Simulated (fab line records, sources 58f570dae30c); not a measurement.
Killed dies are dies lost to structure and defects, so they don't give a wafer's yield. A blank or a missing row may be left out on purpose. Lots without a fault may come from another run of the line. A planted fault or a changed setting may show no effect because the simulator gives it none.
One fault seen from 2 desks | flow berkeley_cmos170 | each desk has only its own numbers; what lay behind them comes last

THE METROLOGY DESK
What the gauges read, lot by lot, whatever tool the lot ran on: means of the sampled wafers that have a number. A lot is out of limits, marked OUT, if its mean lies more than 4 standard deviations from the usual mean; the brackets give that distance.
Columns: A = ACTIVE_OXIDE_THK at UCB170_ACTIVE_THK_MEAS_03, usual 26.5 nm; B = FIELD_OXIDE_THK at UCB170_FIELD_THK_MEAS_02, usual 560 nm; C = NVT_OVL at UCB170_NVT_OVL_MEAS_06, usual 0 nm
lot  | first seen here | A    | B   | C
L586 | day 3 21:56     | 26.4 | 545 | -1
L587 | day 4 01:18     | 25.8 | 540 | -1
L588 | day 4 04:01     | 26.3 | 556 | 6
L590 | day 4 09:59     | 26.2 | 567 | 6
L593 | day 5 05:18     | 26.2 | 561 | -4
L594 | day 5 20:55     | 26.0 | 574 | 0
L597 | day 6 11:44     | 27.2 | 569 | 2
L598 | day 6 11:44     | 26.5 | 554 | 6
L599 | day 6 14:42     | 26.2 | 580 | 2
L600 | day 6 14:42     | 26.2 | 556 | 1
L605 | day 8 02:41     | 27.0 | 560 | 6
L603 | day 8 02:46     | 26.3 | 571 | 7
L607 | day 8 04:35     | 26.6 | 566 | 1
L608 | day 8 04:35     | 26.8 | 556 | -13
This desk's finding: nothing out of limits on any of the 14 lots.

THE TOOL OWNER'S DESK: litho_track-01
The tool's own readings at UCB170_GATE_SOFTBAKE_08 (time 60 s): means of the sampled wafers that have a number, for each lot that ran on this tool. A lot is out of limits, marked OUT, if its mean lies more than 4 standard deviations from the usual mean; the brackets give that distance.
Columns: A = chill_plate_temp_C at UCB170_GATE_SOFTBAKE_08, usual 23.01 C; B = heater_power_total_W at UCB170_GATE_SOFTBAKE_08, usual 56.80 W; C = run_length_s at UCB170_GATE_SOFTBAKE_08, usual 89.17 s
lot  | first seen here | A     | B                | C
L590 | day 6 21:00     | 22.90 | 56.83            | 89.11
L593 | day 7 10:00     | 23.10 | 56.78            | 89.14
L600 | day 8 13:00     | 23.00 | 57.16 (+7.3) OUT | 87.62 (-12) OUT
L598 | day 8 14:00     | 23.02 | 57.25 (+9.3) OUT | 87.68 (-11) OUT
This desk's finding: out of limits on L598, L600; first on L600, day 8 13:00 (heater_power_total_W at UCB170_GATE_SOFTBAKE_08). In limits: L590, L593.

PUT TOGETHER
The tool owner's desk could have raised an alarm at day 8 13:00, on L598, L600.
The metrology desk saw nothing out of limits.
The metrology desk has L598, L600 on record, within its limits.
Of the lots named, all ran UCB170_GATE_SOFTBAKE_08 on litho_track-01.

WHAT THE SIMULATOR HAD PUT IN
Process parameter drift: litho_track-01, from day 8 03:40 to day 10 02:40, at UCB170_GATE_SOFTBAKE_08. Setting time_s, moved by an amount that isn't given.
Lots struck among those shown: L598, L600.
Hours from the fault's start to each desk's first reading out of limits: the tool owner's desk, 9.
